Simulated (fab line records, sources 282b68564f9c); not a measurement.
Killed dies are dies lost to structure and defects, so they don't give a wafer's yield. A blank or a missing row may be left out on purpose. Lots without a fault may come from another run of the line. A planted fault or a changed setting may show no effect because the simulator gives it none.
A struck lot beside a sound one | flow rit_cmos | 17 steps out of a route of 202
Sound: wafers L354.1, L354.4, L354.6. Struck: wafers L365.3, L365.4, L365.6. The cause comes at the end.
At each step with rows: each side's tool, then ch and its chambers, then its first start. Under that, the readings that differ: sound wafers | struck wafers | difference of the means | sigmas: that difference in standard deviations of wafers without a fault.
alike: readings whose means differ by less than 2 such deviations, and words and numbers that are the same on both sides. not compared: withheld readings, readings that some wafer has no value for, bounds like >300 that may hide the same value, and numbers for which the record gives no deviation and whose values overlap.
The two part at a step that has a row with sigmas, a row that says differs or no value, or rows on one side only. Numbers that don't overlap but have no deviation are shown without sigmas and don't part them. A reading that every wafer of one side lacks parts them only if that side has two wafers or more.

RIT_ACTIVE_BOW_MEAS_00:
  sound on film_metro-01, day 2 21:00; struck on film_metro-01, day 5 04:02
  alike: INCOMING_BOW
then, 1 step without rows for these wafers: RIT_ACTIVE_OXIDATION_01 (target thk 46.8 nm, ox time 3360 s).
RIT_ACTIVE_THK_MEAS_02:
  sound on film_metro-01, day 3 00:55; struck on film_metro-03, day 5 06:05
  alike: ACTIVE_OXIDE_THK
RIT_ACTIVE_CVD_03: deposits Si3N4 from SiH2Cl2/NH3, target thk 150 nm, time 1500 s.
  sound on lpcvd-01 ch 1, day 3 00:58; struck on lpcvd-02 ch 0, day 5 07:26
  no value came back on the struck wafers for nh3_flow_sccm (sccm), pressure_mtorr (mTorr); on the sound wafers nh3_flow_sccm (sccm) reads 149.2 149.8 150.0
then, 6 steps without rows for these wafers: RIT_ACTIVE_HMDS_05 (prime time 60 s); RIT_ACTIVE_COAT_06 (resist thk 1000 nm); RIT_ACTIVE_SOFTBAKE_07 (time 60 s); RIT_ACTIVE_EXPOSE_08 (exposes mask M1, target cd 1400 nm); RIT_ACTIVE_PEB_09; RIT_ACTIVE_DEVELOP_10 (develop time 50 s).
RIT_ACTIVE_CD_MEAS_11: target cd 1400 nm.
  sound on cd_sem-02, day 3 03:26; struck on cd_sem-02, day 5 09:56
  alike: cd_nm
then, 1 step without rows for these wafers: RIT_ACTIVE_HARDBAKE_12 (time 60 s).
RIT_ACTIVE_ETCH_13: etches Si3N4 in SF6, stops on SiO2, time 210 s, target depth 210 nm.
  sound on rie_diel-04 ch 0,1,2, day 3 03:42; struck on rie_diel-04 ch 1,3, day 5 10:10
  alike: drypump_motor_current_A, oes_product_au, throttle_valve_pct
  not compared: rf_hours_counter_h
RIT_ACTIVE_STRIP_14: strips in O2, time 180 s.
  sound on plasma_asher-03 ch 0,1, day 3 03:50; struck on plasma_asher-04 ch 0,1, day 5 10:21
  alike: drypump_motor_current_A
  not compared: rf_hours_counter_h
RIT_ACTIVE_CD_MEAS_90: target cd 1400 nm.
  sound on cd_sem-02, day 3 04:00; struck on cd_sem-01, day 5 10:30
  reading    | sound                | struck | difference                    | sigmas
  cd_nm (nm) | 1401.1 1401.1 1400.7 | - - -  | no value on the struck wafers |
then, 1 step without rows for these wafers: RIT_ACTIVE_CLEAN_15 (cleans in SC1, time 600 s).
RIT_M1_PROBE_99:
  sound on prober-01, day 5 04:56; struck on prober-02, day 7 10:22
  reading             | sound | struck      | difference | sigmas
  killed_at_contacts  | 0 2 0 | 0 0 0       | -1         | -2
  killed_at_front_end | 5 4 9 | 264 264 264 | +258       | +86
  killed_dies         | 5 6 9 | 264 264 264 | +257       | +86
  killed_on_rim       | 2 3 5 | 70 70 70    | +67        | +56
  alike: killed_open, killed_short

WHERE THEY PART
First at RIT_ACTIVE_CVD_03; last, within this record, at RIT_M1_PROBE_99.

WHY: what the simulator had put in
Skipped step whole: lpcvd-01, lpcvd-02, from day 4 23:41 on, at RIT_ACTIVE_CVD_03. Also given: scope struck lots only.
